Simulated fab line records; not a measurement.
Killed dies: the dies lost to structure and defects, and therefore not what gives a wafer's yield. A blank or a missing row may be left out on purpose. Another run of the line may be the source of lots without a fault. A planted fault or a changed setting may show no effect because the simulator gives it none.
8D (eight disciplines) problem report, filled in by code | flow rit-cmos | the parts of the form that need people (team, actions taken, sign-off) are left out

1. WHAT WENT WRONG
Wafers without a fault read 0.3999 Pa, standard deviation 0.00075; chamber-pressure-pa at RIT_M1_SPUTTER_00 reads a mean of 0.3548 Pa on 6 wafers belonging to 2 lots. That puts it -60 standard deviations away from the usual mean.
The step: material Al, target thk 400 nm, time 500 s.
First seen on wafer L177.1, day 5 23:20, on pvd-sputter-02. The record holds 18 wafers of 6 lots with a number at this step. By rule, "out" or "out of limits" means more than 4 standard deviations away from the usual mean. The rest of the wafers with a number are treated as sound.

2. WHAT IT IS AND WHAT IT IS NOT
question                    | is                     | is not
which readings at this step | chamber-pressure-pa    | -
which lots                  | L177, L178             | L165, L174, L184, L185
which wafers of those lots  | all that have a number | -
read on which tools         | pvd-sputter-02         | pvd-sputter-01, pvd-sputter-03
when                        | from day 5 23:20       | up to then (6 sound wafers); but 6 sound wafers of L184, L185 came after

3. SUSPECTS, AND WHAT RULES EACH OUT
Counting: any tool at a process step up to the reading is kept as a suspect provided that every lot that is out went through it and no sound lot did after the first of them.
- plasma-asher-03 at RIT_CONTACT_STRIP_12 (strips in O2, time 180 s): kept. It ran every lot that is out, first L177 (day 5 22:41), and no sound lot after that.
- pvd-sputter-02 at RIT_M1_SPUTTER_00 (material Al, target thk 400 nm, time 500 s): kept. All lots that are out passed through it, beginning with L177 at day 5 23:20, and no sound lot followed; its final sound lot before that point was L174 at day 5 13:18. Out on those wafers are its own readings of chamber-pressure-pa.
After counting, plasma-asher-03 at RIT_CONTACT_STRIP_12 and pvd-sputter-02 at RIT_M1_SPUTTER_00 remain.

4. THE CAUSE (what the simulator had put in)
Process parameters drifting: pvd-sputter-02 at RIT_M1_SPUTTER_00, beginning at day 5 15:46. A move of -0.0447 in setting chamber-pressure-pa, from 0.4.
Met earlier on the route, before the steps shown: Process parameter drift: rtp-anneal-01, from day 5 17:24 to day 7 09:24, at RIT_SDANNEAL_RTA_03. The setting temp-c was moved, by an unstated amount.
This tool is one of the 2 suspects left after counting.

5. THE EFFECT CHAIN, in route order
Each row: a reading whose mean over the struck wafers that have a number lies more than 3 standard deviations from the usual. Only readings whose record carries a usual standard deviation are examined. hours: median over the lots of the time between each lot's start at the first step of this table that gives one and its start at this step. sigmas: the change, counted in usual standard deviations.
hours | step              | reading             | usual     | on struck wafers | change  | sigmas
0     | RIT_M1_SPUTTER_00 | chamber-pressure-pa | 0.3999 Pa | 0.3548           | -0.0451 | -60
Its process steps:
- RIT_M1_SPUTTER_00: material Al, target thk 400 nm, time 500 s.
Later steps that measure or inspect, where all struck wafers having a row at the step show a number for every such reading and not one has moved that far: RIT_M1_RS_MEAS_01, RIT_M1_THK_MEAS_02, RIT_M1_CD_MEAS_09, RIT_M1_OVL_MEAS_10.

6. WHAT WOULD HAVE CAUGHT IT SOONER
8 hours passed between the start of the fault at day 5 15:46 and the first reading out of limits in this record, taken at day 5 23:20.
